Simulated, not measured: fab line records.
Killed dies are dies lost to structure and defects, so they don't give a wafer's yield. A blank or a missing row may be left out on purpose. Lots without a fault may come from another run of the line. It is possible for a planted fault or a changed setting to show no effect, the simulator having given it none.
8D (eight disciplines) problem report, filled in by code | flow berkeley cmos170 | the parts of the form that need people (team, actions taken, sign-off) are left out

== 1. PROBLEM STATEMENT ==
At UCB170_M3_ETCH_17, oes product au averages 0.766 a.u. over 6 wafers from 2 lots, while fault-free wafers read 1.003 a.u., standard deviation 0.019. That is -12 standard deviations from the usual mean.
The step: etches BARC in N2/H2.
First observed at day 10 16:40: wafer L273.2, on rie diel-04. At this step, 42 wafers from 14 lots have a number in the record. By rule, "out" or "out of limits" means more than 4 standard deviations away from the usual mean. The rest of the wafers with a number are treated as sound.

== 2. WHAT IT IS AND WHAT IT IS NOT ==
question                    | is                     | is not
which readings at this step | oes product au         | drypump motor current A, throttle valve pct
which lots                  | L273, L279             | L268, L269, L270, L271, L272, L274, L283, L287, L288, L289, L290, L291
which wafers of those lots  | all that have a number | -
read on which tools         | rie diel-04            | rie diel-01, rie diel-02
when                        | from day 10 16:40      | up to then (15 sound wafers); but 21 sound wafers of L274, L283, L287, L288, L289, L290, L291 came after

== 3. WHAT RULES OUT EACH SUSPECT ==
Counting: a tool at a process step up to the reading stays a suspect if it ran every lot that is out and no sound lot after the first of them.
- plasma asher-02 at UCB170_M3_STRIP_07 (strips in O2): ruled out as a lasting fault. After its first lot that is out, L273 (day 10 12:32), sound lots L274, L287, L290, L291 ran on it.
- rie diel-04 at UCB170_M3_ETCH_17 (etches BARC in N2/H2): ruled out as a lasting fault. After its first lot that is out, L273 (day 10 16:40), sound lots L291 ran on it.
Left after counting: nothing in the record.

== 4. THE CAUSE (what the simulator had put in) ==
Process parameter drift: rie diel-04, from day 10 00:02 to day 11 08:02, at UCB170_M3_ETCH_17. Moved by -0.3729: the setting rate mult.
Counting ruled it out, wrongly.

== 5. SEQUENCE OF EFFECTS, ordered by route ==
Each row: a reading where the mean over the struck wafers with a number is more than 3 standard deviations away from the usual. Only readings whose record carries a usual standard deviation are examined. hours: median over the lots of the time between each lot's start at the first step of this table that gives one and its start at this step. sigmas: the change, counted in usual standard deviations.
hours | step              | reading        | usual      | on struck wafers | change | sigmas
0     | UCB170_M3_ETCH_17 | oes product au | 1.003 a.u. | 0.766            | -0.237 | -12
Here are the process steps it includes:
- UCB170_M3_ETCH_17: etches BARC in N2/H2.

== 6. WHAT WOULD HAVE CAUGHT IT SOONER ==
The fault began at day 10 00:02; the first out-of-limits reading in this record came at day 10 16:40, 17 hours later.
